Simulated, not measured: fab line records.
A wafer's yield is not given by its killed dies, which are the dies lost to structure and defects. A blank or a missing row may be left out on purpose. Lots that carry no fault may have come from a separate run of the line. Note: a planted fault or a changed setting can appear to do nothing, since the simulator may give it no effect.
What tool caused it? -- flow rit cmos -- 15 lots, 45 wafers sampled, at 4 steps of a route of 202

## WHAT THE GAUGES SHOWED, per wafer
RIT_ACTIVE_CD_MEAS_11: target cd 1400 nm. Usual: 1399.2 nm for cd nm, sd 2.3.
lot,measured,on,cd nm (nm),flag
L699,day 1 19:53,cd sem-01,1399.2 1400.9 1399.4,
L700,day 2 00:26,cd sem-01,1397.7 1397.2 1396.7,
L701,day 2 05:34,cd sem-02,1401.2 1399.6 1401.7,
L702,day 2 10:37,cd sem-02,1400.0 1402.3 1399.5,
L703,day 2 15:26,cd sem-02,1402.4 1399.4 1399.5,
L704,day 2 20:34,cd sem-01,1396.1 1396.6 1398.6,
L705,day 3 01:34,cd sem-01,1398.5 1401.1 1399.3,
L706,day 3 06:37,cd sem-01,1399.0 1399.4 1397.0,
L707,day 3 11:55,cd sem-01,1400.2 1398.7 1402.0,
L708,day 3 17:09,cd sem-02,1396.3 1395.5 1396.6,
L709,day 3 21:28,cd sem-01,1402.6 1401.8 1401.5,
L712,day 4 12:26,cd sem-02,1398.0 1397.3 1395.2,
L714,day 4 22:39,cd sem-02,1401.1 1403.2 1400.0,
L718,day 5 18:26,cd sem-01,1400.6 1398.2 1401.6,
L719,day 6 00:59,cd sem-01,1395.3 1394.3 1396.5,

RIT_PWELL_OVL_MEAS_06. Usual: PWELL_OVL typically reads 1.4 nm, with standard deviation 1.3.
lot,measured,on,PWELL_OVL (nm),flag
L699,day 2 04:07,overlay-02,0.6 1.6 1.4,
L700,day 2 08:28,overlay-01,0.4 -0.5 -0.3,
L701,day 2 13:09,overlay-02,1.5 2.5 1.6,
L702,day 2 17:52,overlay-01,2.9 2.8 1.2,
L703,day 2 22:59,overlay-01,0.9 1.6 2.0,
L704,day 3 04:20,overlay-02,0.9 1.1 1.3,
L705,day 3 08:49,overlay-01,2.8 2.5 2.6,
L706,day 3 14:28,overlay-02,-1.4 -2.3 -1.2,
L707,day 3 19:17,overlay-02,-0.1 0.2 -0.1,
L708,day 4 00:50,overlay-01,0.6 0.3 1.6,
L709,day 4 05:43,overlay-02,1.2 1.1 1.6,
L712,day 4 20:14,overlay-01,2.7 2.6 1.4,
L714,day 5 07:31,overlay-02,361.3 360.5 360.6,OFF
L718,day 6 02:02,overlay-01,359.3 361.7 360.2,OFF
L719,day 6 08:23,overlay-01,361.4 362.0 362.1,OFF

RIT_PLDD_OVL_MEAS_06. Usual: PLDD_OVL typically reads 0.0 nm, with standard deviation 1.3.
lot,measured,on,PLDD_OVL (nm),flag
L699,day 3 00:38,overlay-02,4.0 1.2 3.0,
L700,day 3 04:25,overlay-01,0.7 0.0 -0.7,
L701,day 3 09:55,overlay-01,-0.5 -0.6 1.1,
L702,day 3 14:11,overlay-01,-2.3 -1.9 -3.1,
L703,day 3 19:14,overlay-01,0.1 -1.9 -0.7,
L704,day 4 01:40,overlay-01,1.6 -0.9 0.1,
L705,day 4 04:48,overlay-02,-1.6 -1.4 -1.1,
L706,day 4 10:30,overlay-01,0.5 0.8 -0.2,
L707,day 4 16:46,overlay-01,-0.9 -0.9 -0.8,
L708,day 4 21:37,overlay-01,0.0 0.9 2.0,
L709,day 5 01:36,overlay-01,-2.4 -2.7 -1.4,
L712,day 5 16:57,overlay-02,1.3 0.2 -0.4,
L714,day 6 03:28,overlay-01,0.0 -1.1 -0.7,
L718,day 6 22:34,overlay-01,0.3 0.6 0.4,
L719,day 7 04:33,overlay-02,-1.3 -0.2 -1.1,

## EACH LOT AND THE TOOL THAT RAN IT (in order: tool; ch and the chambers of the sampled wafers; start)
lot,RIT_PWELL_EXPOSE_03
L699,"iline stepper-01 ch 0, day 2 03:43"
L700,"iline stepper-02 ch 0, day 2 08:02"
L701,"iline stepper-02 ch 0, day 2 12:43"
L702,"iline stepper-02 ch 0, day 2 17:28"
L703,"iline stepper-01 ch 0, day 2 22:33"
L704,"iline stepper-01 ch 0, day 3 03:55"
L705,"iline stepper-01 ch 0, day 3 08:23"
L706,"iline stepper-02 ch 0, day 3 14:04"
L707,"iline stepper-02 ch 0, day 3 18:49"
L708,"iline stepper-01 ch 0, day 4 00:25"
L709,"iline stepper-01 ch 0, day 4 05:17"
L712,"iline stepper-01 ch 0, day 4 19:49"
L714,"iline stepper-02 ch 0, day 5 07:05"
L718,"iline stepper-02 ch 0, day 6 01:35"
L719,"iline stepper-02 ch 0, day 6 07:55"
- RIT_PWELL_EXPOSE_03: exposes mask M3, target cd 43700 nm.

## WHAT THE TOOLS THEMSELVES READ (means of the sampled wafers that have a number; where no wafer has one, the mark that the record gives instead)
The record holds no such reading with a usual standard deviation.

## THE ANSWER, worked out from the rows above alone
Rule: take the mean of a lot's wafers that have a number; if it is more than 3 standard deviations from the usual mean, the lot is off. Also off: a lot with no number at a reading for which 4 or more lots have one. Any other lot the step has rows for is counted as sound. After the gauges, taken in route order, come the tools' own readings; for these a lot's mean is taken, as printed above. At the first step where some lot is off, the reading lying furthest off is the one used; lots without a number count as furthest.
Off: L714, L718, L719, seen at RIT_PWELL_OVL_MEAS_06 (PWELL_OVL).
If a tool, at a process step before that reading, ran all the lots that are off and no sound lot after the first of them, it fits. Gauges at RIT_PWELL_OVL_MEAS_06: tried the same way as those tools. One fits: iline stepper-02 at RIT_PWELL_EXPOSE_03. A fault onset in the window from L707 (day 3 18:49, its last sound lot) to L714 (day 5 07:05, its first lot off) fits.

## WHAT WAS PUT IN BY THE SIMULATOR
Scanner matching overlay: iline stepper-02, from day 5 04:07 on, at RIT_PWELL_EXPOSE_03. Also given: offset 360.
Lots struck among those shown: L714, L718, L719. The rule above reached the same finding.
